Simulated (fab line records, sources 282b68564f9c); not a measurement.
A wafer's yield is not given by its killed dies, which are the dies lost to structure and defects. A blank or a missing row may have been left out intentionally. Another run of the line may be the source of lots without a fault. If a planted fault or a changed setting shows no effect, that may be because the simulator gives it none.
A lot that was struck, set against a sound lot || flow rit cmos || 45 out of 202 route steps
Sound: the wafers L714.1, L714.3, L714.5. Wafers struck: L720.1, L720.2, L720.6. The cause is given at the end.
At each step with rows: each side's tool, then ch and its chambers, then its first start. Under that, the readings that differ: sound wafers || struck wafers || difference of the means || sigmas: that difference in standard deviations of wafers without a fault.
alike: readings whose means differ by less than 2 such deviations, and words and numbers that are the same on both sides. not compared: withheld readings, readings that some wafer has no value for, bounds like >300 that may hide the same value, and numbers for which the record gives no deviation and whose values overlap.
A row with sigmas, a row that says differs or no value, or rows on one side alone: a step with any of these is where the two part. Numbers that don't overlap but have no deviation are shown without sigmas and don't part them. A reading missing from all wafers of one side parts the sides only when that side holds two or more wafers.

first, 1 step without rows for these wafers: RIT_ACTIVE_DEVELOP_10 (develop time 50 s).
RIT_ACTIVE_CD_MEAS_11 targets a cd of 1400 nm.
  sound: cd sem-02 at day 2 00:14; struck: cd sem-01 at day 3 01:43
  alike: cd nm
then, 1 step without rows for these wafers: RIT_ACTIVE_HARDBAKE_12 (time 60 s).
RIT_ACTIVE_ETCH_13: etches Si3N4 in SF6, stops on SiO2, time 210 s, target depth 210 nm.
  sound on rie diel-01 ch 1,3, day 2 00:31; struck on rie diel-03 ch 2,3, day 3 01:59
  alike: drypump motor current A, oes product au, throttle valve pct
  not compared: rf hours counter h
RIT_ACTIVE_STRIP_14: strips in O2, time 180 s.
  sound on plasma asher-03 ch 0,1, day 2 00:38; struck on plasma asher-01 ch 0,1, day 3 02:07
{"reading": "drypump motor current A (A)", "sound": "5.99 5.92 5.92", "struck": "4.99 5.54 4.98", "difference": -0.77, "sigmas": -3}
  not compared: rf hours counter h
RIT_ACTIVE_CD_MEAS_90 targets a cd of 1400 nm.
  sound: cd sem-01 at day 2 00:49; struck: cd sem-02 at day 3 02:18
  alike: cd nm
then, 4 steps without rows for these wafers: RIT_ACTIVE_CLEAN_15 (cleans in SC1, time 600 s); RIT_ACTIVE_CLEAN_16 (cleans in dHF, time 30 s); RIT_ACTIVE_CLEAN_17 (cleans in SC2, time 600 s); RIT_FOX1_OXIDATION_00 (target thk 350.7 nm, ox time 1130 s).
RIT_FOX1_THK_MEAS_01:
  sound: film metro-02 at day 2 03:34; struck: film metro-02 at day 3 04:41
  alike: FOX1_OXIDE_THK
then, 1 step without rows for these wafers: RIT_FOX1_WET_ETCH_02 (etches SiO2 in BOE, target depth 350 nm, time 390 s).
RIT_FOX2_OXIDATION_00: target thk 350.7 nm, ox time 1130 s.
  sound on furnace-03 ch 0, day 2 03:44; struck on furnace-03 ch 0, day 3 04:52
{"reading": "spike tc centre C (C)", "sound": "1105.0 1103.2 1102.8", "struck": "1117.9 1116.8 1117.3", "difference": "+13.7", "sigmas": "+9"}
{"reading": "spike tc load C (C)", "sound": "1131.8 1130.7 1130.7", "struck": "1148.0 1146.4 1146.5", "difference": "+15.9", "sigmas": "+7"}
{"reading": "spike tc source C (C)", "sound": "1121.3 1122.1 1122.4", "struck": "1138.8 1137.9 1138.1", "difference": "+16.3", "sigmas": "+5"}
{"reading": "tube center temp C (C)", "sound": "1099.9 1100 1100.2", "struck": "1115 1115 1114.9", "difference": "+15", "sigmas": "+99 or more"}
{"reading": "tube_center_temp_C_max", "sound": "1102.9 1103.1 1103.3", "struck": "1118.0 1117.6 1117.4", "difference": "+14.6", "sigmas": "+29"}
{"reading": "model.SiO2_of_FOX2_OXIDATION_00.thk nm (nm)", "sound": "360.3 356.6 364.2", "struck": "372.5 374 376.8", "difference": "+14.1", "sigmas": ""}
  alike: zone power centre pct
RIT_FOX2_THK_MEAS_01:
  sound: film metro-01 at day 2 05:03; struck: film metro-02 at day 3 06:11
  alike: FOX2_OXIDE_THK
then, 2 steps without rows for these wafers: RIT_FOX2_CLEAN_02 (cleans in dHF, time 180 s); RIT_FOX2_WET_ETCH_03 (etches Si3N4 in H3PO4, target depth 195 nm, time 2700 s).
RIT_FOX2_THK_MEAS_90:
  sound: film metro-01 at day 2 05:55; struck: film metro-01 at day 3 07:49
  alike: FIELD_OXIDE_LEFT_1_THK
then, 6 steps without rows for these wafers: RIT_NWELL_HMDS_00 (prime time 60 s); RIT_NWELL_COAT_01 (resist thk 1300 nm); RIT_NWELL_SOFTBAKE_02 (time 60 s); RIT_NWELL_EXPOSE_03 (exposes mask M2, target cd 43900 nm); RIT_NWELL_PEB_04; RIT_NWELL_DEVELOP_05 (develop time 68 s).
RIT_NWELL_OVL_MEAS_06:
  sound: overlay-02 at day 2 06:52; struck: overlay-01 at day 3 08:46
  alike: NWELL_OVL
then, 2 steps without rows for these wafers: RIT_NWELL_HARDBAKE_07 (time 120 s); RIT_NWELL_IMPLANT_08.
RIT_NWELL_STRIP_09: strips in O2, time 180 s.
  sound on plasma asher-03 ch 0,1, day 2 07:18; struck on plasma asher-04 ch 0,1, day 3 09:11
  alike: drypump motor current A
  not compared: rf hours counter h
RIT_NWELL_TW_MEAS_10:
  sound: film metro-02 at day 2 07:29; struck: film metro-02 at day 3 09:22
  alike: NWELL_TW
then, 6 steps without rows for these wafers: RIT_PWELL_HMDS_00 (prime time 60 s); RIT_PWELL_COAT_01 (resist thk 1300 nm); RIT_PWELL_SOFTBAKE_02 (time 60 s); RIT_PWELL_EXPOSE_03 (exposes mask M3, target cd 43700 nm); RIT_PWELL_PEB_04; RIT_PWELL_DEVELOP_05 (develop time 68 s).
RIT_PWELL_OVL_MEAS_06:
  sound: overlay-01 at day 2 08:37; struck: overlay-01 at day 3 10:19
  alike: PWELL_OVL
then, 2 steps without rows for these wafers: RIT_PWELL_HARDBAKE_07 (time 120 s); RIT_PWELL_IMPLANT_08.
RIT_PWELL_STRIP_09: strips in O2, time 180 s.
  sound on plasma asher-03 ch 0,1, day 2 09:04; struck on plasma asher-03 ch 0,1, day 3 10:44
  alike: drypump motor current A
  not compared: rf hours counter h
RIT_PWELL_TW_MEAS_10:
  sound: film metro-02 at day 2 09:14; struck: film metro-02 at day 3 10:55
  alike: PWELL_TW
then, 1 step without rows for these wafers: RIT_WELLDRIVE_ANNEAL_00 (time 14700 s).
RIT_WELLDRIVE_RS_MEAS_01: the measuring method here is four-point-probe.
  sound: film metro-03 at day 2 15:38; struck: film metro-02 at day 3 16:20
  alike: NWELL_RS
RIT_WELLDRIVE_RS_MEAS_02: the measuring method here is four-point-probe.
  sound: film metro-03 at day 2 15:45; struck: film metro-02 at day 3 16:28
  alike: PWELL_RS
RIT_FOX2_THK_MEAS_91:
  sound: film metro-01 at day 2 19:32; struck: film metro-01 at day 3 20:06
  alike: FIELD_OXIDE_LEFT_2_THK
RIT_SILICIDE_WET_ETCH_00: etches SiO2 in BOE, target depth 14 nm, time 15 s.
  sound on wet bench-02 ch 2, day 3 15:07; struck on wet bench-03 ch 1, day 4 15:58
{"reading": "model.SiO2_of_FOX2_OXIDATION_00.thk nm (nm)", "sound": "158.8 154.9 163.4", "struck": "169.4 171.6 173.8", "difference": "+12.6", "sigmas": ""}
RIT_M1_PROBE_99:
  sound: prober-02 at day 3 22:10; struck: prober-01 at day 4 23:14
{"reading": "killed short", "sound": "6 5 6", "struck": "1 2 1", "difference": -4, "sigmas": -2}
  alike: killed at contacts, killed at front end, killed dies, killed on rim, killed open

WHERE THEY PART
Last at RIT_M1_PROBE_99 as far as this record goes, first at RIT_ACTIVE_STRIP_14.

WHY: what had been put in by the simulator
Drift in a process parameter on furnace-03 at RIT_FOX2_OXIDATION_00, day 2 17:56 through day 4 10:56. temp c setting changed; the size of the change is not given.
